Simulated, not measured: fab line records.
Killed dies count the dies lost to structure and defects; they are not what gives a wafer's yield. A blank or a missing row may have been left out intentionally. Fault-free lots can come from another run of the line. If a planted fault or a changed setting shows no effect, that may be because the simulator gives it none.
Split-lot study / flow berkeley cmos170 / 5 lots, 23 wafers read, on a route of 331 steps

## THE SPLIT
At UCB170_NSD_COAT_01 (resist thk 900 nm), the setting resist thk nm was moved away from the recipe's 900 nm on 5 of the 23 wafers read, by -3.5% to +4.6%. This setting was run at the recipe's value on the other wafers.

The reading comes from the split's own step.

## THE READING
KrF_of_NSD_COAT_01.thk nm (the simulator's own value, which no gauge read), in nm, at UCB170_NSD_COAT_01 (resist thk 900 nm). No usual value for it is given in the file. Average 898.8 nm, standard deviation 2.4 nm, over the 18 wafers here run with the recipe.

wafer=L075.1; tool, chamber at the split=litho track-03, 0; resist thk nm as run, nm=900; against the recipe=recipe; KrF_of_NSD_COAT_01.thk nm, nm=899.4; against lot-mates on the recipe=-
wafer=L075.2; tool, chamber at the split=litho track-03, 0; resist thk nm as run, nm=900; against the recipe=recipe; KrF_of_NSD_COAT_01.thk nm, nm=899.6; against lot-mates on the recipe=-
wafer=L075.3; tool, chamber at the split=litho track-03, 0; resist thk nm as run, nm=900; against the recipe=recipe; KrF_of_NSD_COAT_01.thk nm, nm=897; against lot-mates on the recipe=-
wafer=L075.4; tool, chamber at the split=litho track-03, 0; resist thk nm as run, nm=900; against the recipe=recipe; KrF_of_NSD_COAT_01.thk nm, nm=900; against lot-mates on the recipe=-
wafer=L075.5; tool, chamber at the split=litho track-03, 0; resist thk nm as run, nm=900; against the recipe=recipe; KrF_of_NSD_COAT_01.thk nm, nm=900.2; against lot-mates on the recipe=-
wafer=L077.1; tool, chamber at the split=litho track-02, 0; resist thk nm as run, nm=941.6; against the recipe=+4.6%; KrF_of_NSD_COAT_01.thk nm, nm=938.1; against lot-mates on the recipe=+44.1
wafer=L077.2; tool, chamber at the split=litho track-02, 0; resist thk nm as run, nm=941.6; against the recipe=+4.6%; KrF_of_NSD_COAT_01.thk nm, nm=936.3; against lot-mates on the recipe=+42.2
wafer=L077.4; tool, chamber at the split=litho track-02, 0; resist thk nm as run, nm=900; against the recipe=recipe; KrF_of_NSD_COAT_01.thk nm, nm=895; against lot-mates on the recipe=-
wafer=L077.5; tool, chamber at the split=litho track-02, 0; resist thk nm as run, nm=900; against the recipe=recipe; KrF_of_NSD_COAT_01.thk nm, nm=893.1; against lot-mates on the recipe=-
wafer=L077.6; tool, chamber at the split=litho track-02, 0; resist thk nm as run, nm=941.6; against the recipe=+4.6%; KrF_of_NSD_COAT_01.thk nm, nm=936.7; against lot-mates on the recipe=+42.7
wafer=L078.1; tool, chamber at the split=litho track-01, 0; resist thk nm as run, nm=900; against the recipe=recipe; KrF_of_NSD_COAT_01.thk nm, nm=898; against lot-mates on the recipe=-
wafer=L078.3; tool, chamber at the split=litho track-01, 0; resist thk nm as run, nm=900; against the recipe=recipe; KrF_of_NSD_COAT_01.thk nm, nm=899.7; against lot-mates on the recipe=-
wafer=L078.6; tool, chamber at the split=litho track-01, 0; resist thk nm as run, nm=900; against the recipe=recipe; KrF_of_NSD_COAT_01.thk nm, nm=899.9; against lot-mates on the recipe=-
wafer=L081.1; tool, chamber at the split=litho track-01, 0; resist thk nm as run, nm=900; against the recipe=recipe; KrF_of_NSD_COAT_01.thk nm, nm=896.7; against lot-mates on the recipe=-
wafer=L081.2; tool, chamber at the split=litho track-01, 0; resist thk nm as run, nm=868.9; against the recipe=-3.5%; KrF_of_NSD_COAT_01.thk nm, nm=868.8; against lot-mates on the recipe=-31.1
wafer=L081.3; tool, chamber at the split=litho track-01, 0; resist thk nm as run, nm=900; against the recipe=recipe; KrF_of_NSD_COAT_01.thk nm, nm=903.4; against lot-mates on the recipe=-
wafer=L081.5; tool, chamber at the split=litho track-01, 0; resist thk nm as run, nm=900; against the recipe=recipe; KrF_of_NSD_COAT_01.thk nm, nm=899.7; against lot-mates on the recipe=-
wafer=L081.6; tool, chamber at the split=litho track-01, 0; resist thk nm as run, nm=868.9; against the recipe=-3.5%; KrF_of_NSD_COAT_01.thk nm, nm=868.7; against lot-mates on the recipe=-31.2
wafer=L085.1; tool, chamber at the split=litho track-01, 0; resist thk nm as run, nm=900; against the recipe=recipe; KrF_of_NSD_COAT_01.thk nm, nm=897.9; against lot-mates on the recipe=-
wafer=L085.3; tool, chamber at the split=litho track-01, 0; resist thk nm as run, nm=900; against the recipe=recipe; KrF_of_NSD_COAT_01.thk nm, nm=898; against lot-mates on the recipe=-
wafer=L085.4; tool, chamber at the split=litho track-01, 0; resist thk nm as run, nm=900; against the recipe=recipe; KrF_of_NSD_COAT_01.thk nm, nm=898.3; against lot-mates on the recipe=-
wafer=L085.5; tool, chamber at the split=litho track-01, 0; resist thk nm as run, nm=900; against the recipe=recipe; KrF_of_NSD_COAT_01.thk nm, nm=901.7; against lot-mates on the recipe=-
wafer=L085.6; tool, chamber at the split=litho track-01, 0; resist thk nm as run, nm=900; against the recipe=recipe; KrF_of_NSD_COAT_01.thk nm, nm=901.5; against lot-mates on the recipe=-

THE FIT
A straight line over all 23 wafers: KrF_of_NSD_COAT_01.thk nm changes by +8.4 nm for each +1% of resist thk nm; r = +0.99; the points scatter about the line by 2.2 nm.
The same after taking each lot's own level away (the mean of its wafers on the recipe; 23 wafers): +9.22 nm for each +1%; r = +1.00; scatter 1.6 nm.
Per that fit: largest resist thk nm move, reading shift of 43 nm.
The lots' own levels span 894.05 to 899.93 nm, that is 2.5 times the standard deviation above.
The two slopes agree, so the slope changes little with the lot-to-lot level.
Check: for one of the wafers moved furthest among these (+4.6%), held out of the fit, the line's prediction against its lot-mates is +42.2 nm. It came out at +44.1 nm against them.

## THESE WAFERS: OTHER SPLITS
Other splits were also applied to these wafers ahead of the reading. Each is held against what the fit with the lots' levels taken away leaves over:
other split on the same wafers=UCB170_PSD_EXPOSE_03 dose mj; wafers away from the commonest value=8; r with KrF_of_NSD_COAT_01.thk nm (lot level and that fit taken away)=+0.15

## THE WHOLE CHAIN: every reading that the file lists as answering this split, in the file's order
step=UCB170_NSD_COAT_01; what it does=resist thk 900 nm; reading=KrF_of_NSD_COAT_01.thk nm (the simulator's own value, which no gauge read); change (the file's fit)=+9.2 nm for each +1% of the setting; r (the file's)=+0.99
step=UCB170_NSD_STRIP_09; what it does=strips in O2; reading=strip time to endpoint s; change (the file's fit)=withheld for each +1% of the setting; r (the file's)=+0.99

## THE FILE'S OWN FIT
KrF_of_NSD_COAT_01.thk nm changes by +9.2 nm for each +1% of resist thk nm, r = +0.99.
